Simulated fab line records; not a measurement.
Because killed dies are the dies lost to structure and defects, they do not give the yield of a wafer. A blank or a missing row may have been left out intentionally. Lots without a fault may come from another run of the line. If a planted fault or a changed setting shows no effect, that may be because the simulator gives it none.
Problem report in the 8D (eight disciplines) form, filled by code | flow rit_cmos | the parts of the form that need people (team, actions taken, sign-off) are left out

== 1. WHAT WENT WRONG ==
FOX1_OXIDE_THK at RIT_FOX1_THK_MEAS_01 reads a mean of 305 nm on 3 wafers of 1 lot; wafers without a fault read 346 nm with a standard deviation of 6. That is -6.8 standard deviations from the usual mean.
First seen on wafer L212.2, day 3 23:23, on film_metro-01. The record holds 39 wafers of 13 lots with a number at this step. The rule behind "out" and "out of limits": a value lying over 4 standard deviations away from the usual mean. The rest of the wafers with a number are treated as sound.

== 2. WHAT IT IS; WHAT IT IS NOT ==
question                    | is                     | is not
which readings at this step | FOX1_OXIDE_THK         | -
which lots                  | L212                   | L202, L203, L204, L205, L208, L213, L215, L216, L217, L219, L223, L225
which wafers of those lots  | all that have a number | -
read on which gauges        | film_metro-01          | film_metro-02, film_metro-04
when                        | from day 3 23:23       | up to then (15 sound wafers); but 21 sound wafers of L213, L215, L216, L217, L219, L223, L225 came after

== 3. SUSPECTS, AND WHAT RULES EACH OUT ==
Counting: a tool at a process step up to the reading stays a suspect if it ran every lot that is out and no sound lot after the first of them.
- the gauge at RIT_FOX1_THK_MEAS_01: kept. All the wafers that are out were read on film_metro-01, and no step on other tools shows them out.
- furnace-04 at RIT_FOX1_OXIDATION_00 (target thk 350.7 nm, ox time 1130 s): kept. It ran the lot that is out, L212 (day 3 22:04), and no sound lot after that; its last sound lot up to then is L205 (day 2 07:11).
Remaining after the count are furnace-04 at RIT_FOX1_OXIDATION_00 and film_metro-01 at RIT_FOX1_THK_MEAS_01.

== 4. THE CAUSE (what the simulator had put in) ==
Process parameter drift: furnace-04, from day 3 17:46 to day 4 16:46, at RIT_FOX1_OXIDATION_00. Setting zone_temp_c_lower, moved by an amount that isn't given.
Counting leaves 2 suspects; this tool is one of them.

== 5. SEQUENCE OF EFFECTS, ordered by route ==
Each row: a reading where the mean over the struck wafers with a number is more than 3 standard deviations away from the usual. Readings are gone through only where the record gives a usual standard deviation; hours: the median, over the lots, of the time from a lot's start at the first step in this table giving one to that lot's start at this step; sigmas: the change measured in usual standard deviations.
hours | step                 | reading        | usual  | on struck wafers | change | sigmas
0     | RIT_FOX1_THK_MEAS_01 | FOX1_OXIDE_THK | 346 nm | 305              | -41    | -6.8

== 6. WHAT WOULD HAVE CAUGHT IT SOONER ==
6 hours passed between the start of the fault at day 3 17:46 and the first reading out of limits at a measuring or inspecting step in this record, taken at day 3 23:23.
An alarm limit of 4 standard deviations would not have fired on the tool readings at RIT_FOX1_OXIDATION_00 for which the record gives a usual standard deviation, since none of them was out on any struck wafer.
Each of the lots that are out, 1 in all, had begun RIT_FOX1_OXIDATION_00 on furnace-04 no later than day 3 23:23. A hold on the tool at that time would have spared none of them.
